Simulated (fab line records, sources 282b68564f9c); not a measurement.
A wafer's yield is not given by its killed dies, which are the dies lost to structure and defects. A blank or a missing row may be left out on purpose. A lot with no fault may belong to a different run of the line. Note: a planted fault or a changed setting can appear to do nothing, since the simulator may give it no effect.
A struck lot beside a sound one + flow rit-cmos + 19 steps out of a route of 202
Sound: these wafers, L557.1, L557.5, L557.6. Wafers struck: L567.2, L567.4, L567.5. The cause is named last.
Order at every step that has rows: each side's tool, ch and its chambers, its first start. Under that, the readings that differ: sound wafers + struck wafers + difference of the means + sigmas: that difference in standard deviations of wafers without a fault.
alike: readings whose means differ by less than 2 such deviations, and words and numbers that are the same on both sides. not compared: withheld readings, readings that some wafer has no value for, bounds like >300 that may hide the same value, and numbers for which the record gives no deviation and whose values overlap.
A row with sigmas, a row that says differs or no value, or rows on one side alone: a step with any of these is where the two part. When numbers do not overlap yet have no deviation, they are printed without sigmas and do not part them. A reading missing from all wafers of one side parts the sides only when that side holds two or more wafers.

first, 1 step without rows for these wafers: RIT_GATE_CLEAN_04 (cleans in dHF, time 60 s).
RIT_FOX2_THK_MEAS_91:
  sound: film-metro-04 at day 2 09:51; struck: film-metro-04 at day 4 10:13
  alike: FIELD_OXIDE_LEFT_2_THK
then, 2 steps without rows for these wafers: RIT_GATE_OXIDATION_05 (target thk 3 nm, ox time 270 s); RIT_GATE_ANNEAL_06 (time 600 s).
RIT_GATE_THK_MEAS_07:
  sound: film-metro-01 at day 2 11:14; struck: film-metro-01 at day 4 12:52
  alike: GATE_OXIDE_THK
then, 1 step without rows for these wafers: RIT_GATE_CVD_08 (deposits poly-Si from SiH4, target thk 250 nm, time 2220 s).
RIT_GATE_THK_MEAS_09:
  sound: film-metro-01 at day 2 12:55; struck: film-metro-01 at day 4 14:52
  alike: GATE_POLY_THK
then, 5 steps without rows for these wafers: RIT_GATE_HMDS_10 (prime time 60 s); RIT_GATE_COAT_11 (resist thk 850 nm); RIT_GATE_SOFTBAKE_12 (time 60 s); RIT_GATE_EXPOSE_13 (exposes mask M6, target cd 150 nm); RIT_GATE_PEB_14.
RIT_GATE_DEVELOP_15: develop time 50 s.
  sound on litho-track-04 ch 0, day 2 13:00; struck on litho-track-04 ch 0, day 4 15:00
RIT_GATE_CD_MEAS_16: the cd target is 150 nm.
  sound: cd-sem-02 at day 2 13:49; struck: cd-sem-01 at day 4 15:55
| reading    | sound             | struck            | difference | sigmas |
|------------|-------------------|-------------------|------------|--------|
| cd-nm (nm) | 149.4 148.9 151.4 | 137.4 136.9 137.0 | -12.8      | -5     |
RIT_GATE_OVL_MEAS_17:
  sound: overlay-01 at day 2 13:56; struck: overlay-01 at day 4 16:01
  alike: GATE_OVL
then, 1 step without rows for these wafers: RIT_GATE_HARDBAKE_18 (time 60 s).
RIT_GATE_ETCH_19: etches poly-Si in SF6/CHF3/O2, stops on SiO2, time 165 s, target depth 312.5 nm.
  sound on rie-si-01 ch 0,3, day 2 14:08; struck on rie-si-01 ch 1,3, day 4 16:12
| reading               | sound             | struck            | difference | sigmas |
|-----------------------|-------------------|-------------------|------------|--------|
| model.GATE.cd-nm (nm) | 149.3 148.7 151.4 | 137.4 136.5 136.9 | -12.9      |        |
  alike: drypump-motor-current-A, oes-product-au, throttle-valve-pct
  not compared: rf-hours-counter-h
RIT_GATE_STRIP_20: strips in O2, time 180 s.
  sound on plasma-asher-01 ch 0,1, day 2 14:14; struck on plasma-asher-04 ch 0,1, day 4 16:19
  alike: drypump-motor-current-A, o2-flow-sccm
  not compared: rf-hours-counter-h
RIT_M1_PROBE_99:
  sound: prober-02 at day 3 09:56; struck: prober-02 at day 5 14:10
| reading                             | sound             | struck            | difference | sigmas |
|-------------------------------------|-------------------|-------------------|------------|--------|
| model.etest.pmos_0p15.r-on-ohm-um   | 2689 2690 2800    | 2465 2462 2484    | -256       |        |
| model.etest.pmos-turned.r-on-ohm-um | 3358 3367 3506    | 3173 3148 3144    | -255       |        |
| model.etest.nmos_0p3.r-on-ohm-um    | 2083 2074 2097    | 2001 2013 2062    | -59        |        |
| model.etest.nmos_0p15.r-on-ohm-um   | 1098 1072 1127    | 988.4 1002 1009   | -99.2      |        |
| model.etest.nmos_0p15.drive-ua-um   | 500 493.4 478.1   | 551.4 553.5 548   | +60.5      |        |
| model.etest.pmos_0p15.drive-ua-um   | 267.6 264.6 257.1 | 292.6 296.4 292.6 | +30.8      |        |
| model.etest.nmos-turned.drive-ua-um | 348.1 347.1 341.6 | 381.3 387.1 380.8 | +37.5      |        |
  alike: killed_at_M0_to_M3, killed-at-contacts, killed-at-front-end, killed-dies, killed-open, killed-short
  not compared: model.etest.pmos_0p3.r-on-ohm-um

WHERE THEY PART
Only at RIT_GATE_CD_MEAS_16, within this record. Later steps at which nothing parts them and some readings are alike: RIT_GATE_OVL_MEAS_17, RIT_GATE_ETCH_19, RIT_GATE_STRIP_20, RIT_M1_PROBE_99.

WHY: what the simulator had put in
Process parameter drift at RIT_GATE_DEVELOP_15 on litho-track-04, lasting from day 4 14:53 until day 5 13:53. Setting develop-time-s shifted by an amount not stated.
